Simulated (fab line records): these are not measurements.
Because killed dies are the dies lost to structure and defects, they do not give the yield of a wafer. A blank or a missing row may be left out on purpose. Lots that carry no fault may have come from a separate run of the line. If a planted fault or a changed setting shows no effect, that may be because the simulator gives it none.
Chamber matching ; flow berkeley cmos170 ; UCB170_FIELD_WET_ETCH_04 on wet bench-04 has 3 sister chambers
The step etches SiO2 in dHF, time 60 s. 3 wafers are shown with their chamber, then 8 later ones without.

WAFERS WITH THEIR CHAMBER
wafer;chamber;run length s (s)
L153.5;3;86.6
L155.3;2;85.3
L156.1;1;87.1

WAFERS MISSING THEIR CHAMBER
wafer;run length s (s)
L156.2;87.1
L156.5;87.1
L157.3;85.1
L157.4;85.1
L157.5;85.1
L158.1;85.2
L158.2;85.2
L158.3;85.2

CHAMBER TAKEN BY EACH
wafer;from the rows above;in truth
L156.2;1;1
L156.5;1;1
L157.3;2;2
L157.4;2;2
L157.5;2;2
L158.1;2;2
L158.2;2;2
L158.3;2;2
Correctly placed: 8 of 8. Left unplaced by these rows: 0. Wrongly placed: 0.
How it was worked out, from the rows above alone: a wafer's distance from a chamber is the root of the sum, over the readings, of the square of ((its reading less the chamber's mean) divided by the reading's scatter). If the next closest chamber is less than 2 further off than the closest, the wafer can't be placed; otherwise it belongs to the closest. The mean given for a chamber averages the wafers shown for that chamber. The scatter (one wafer shown for each chamber): square how far every hidden wafer sits from the nearest shown wafer, average those squares and take the square root.
